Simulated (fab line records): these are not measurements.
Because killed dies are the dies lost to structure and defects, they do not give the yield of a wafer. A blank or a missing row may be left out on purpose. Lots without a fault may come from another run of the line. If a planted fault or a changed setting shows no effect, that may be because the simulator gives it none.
Which tool is to blame? ; flow rit cmos ; 21 wafers from 7 lots sampled at 3 of the route's 202 steps

## WHAT THE GAUGES READ, wafer by wafer
RIT_PRETRO_OVL_MEAS_06.
lot;measured;on;PRETRO_OVL (nm)
L339;day 2 16:32;overlay-02;0.6 -0.9 1.2
L343;day 3 16:03;overlay-01;-5.0 -1.9 -3.2
L345;day 4 01:42;overlay-02;1.5 1.0 -0.7
L349;day 4 21:18;overlay-01;-2.1 -2.2 -1.9
L352;day 5 09:02;overlay-02;-0.9 -0.9 -0.1
L354;day 5 18:13;overlay-02;- - -
L357;day 6 08:17;overlay-02;-0.7 -1.4 -1.9

## WHAT TOOL EACH LOT RAN ON (gives the tool, then ch and the chambers of the sampled wafers, and finally the start)
lot;RIT_NWELL_STRIP_09;RIT_PRETRO_EXPOSE_03
L339;plasma asher-01 ch 0,1, day 2 04:54;iline stepper-01 ch 0, day 2 16:07
L343;plasma asher-03 ch 0,1, day 3 05:29;iline stepper-01 ch 0, day 3 15:39
L345;plasma asher-03 ch 0,1, day 3 14:34;iline stepper-02 ch 0, day 4 01:16
L349;plasma asher-03 ch 0,1, day 4 10:50;iline stepper-02 ch 0, day 4 20:53
L352;plasma asher-01 ch 0,1, day 4 22:18;iline stepper-02 ch 0, day 5 08:37
L354;plasma asher-04 ch 0,1, day 5 07:33;iline stepper-02 ch 0, day 5 17:49
L357;plasma asher-01 ch 0,1, day 5 21:35;iline stepper-01 ch 0, day 6 07:45
- RIT_NWELL_STRIP_09: strips in O2, time 180 s.
- RIT_PRETRO_EXPOSE_03: exposes mask M5, target cd 43700 nm.

## THE ANSWER, worked out from the rows above alone
Rule: the usual values come from the lots themselves. Put in order of their means at a reading, lots are off if they are a third of the lots or fewer, leave a main group of 4 or more, and stand apart from it by a gap of 3 or more times the standard deviation of the main group's means; of several such gaps the widest counts. A main group is skipped when, at the precision printed for the reading in the tables above, its means are all equal. A lot without any number at a reading at which 4 lots or more have one is off too. The other lots that the step has rows for count as sound.
Off: L354, at RIT_PRETRO_OVL_MEAS_06 (PRETRO_OVL). Without a number there: L354. Mean -1.1 nm and standard deviation 1.4 in the main group.
If a tool, at a process step before that reading, ran all the lots that are off and no sound lot after the first of them, it fits. The gauges at RIT_PRETRO_OVL_MEAS_06 are tried like those tools. This does not decide it: 2 tools fit, namely plasma asher-04 at RIT_NWELL_STRIP_09 and iline stepper-02 at RIT_PRETRO_EXPOSE_03.

## WHAT THE SIMULATOR HAD PUT IN
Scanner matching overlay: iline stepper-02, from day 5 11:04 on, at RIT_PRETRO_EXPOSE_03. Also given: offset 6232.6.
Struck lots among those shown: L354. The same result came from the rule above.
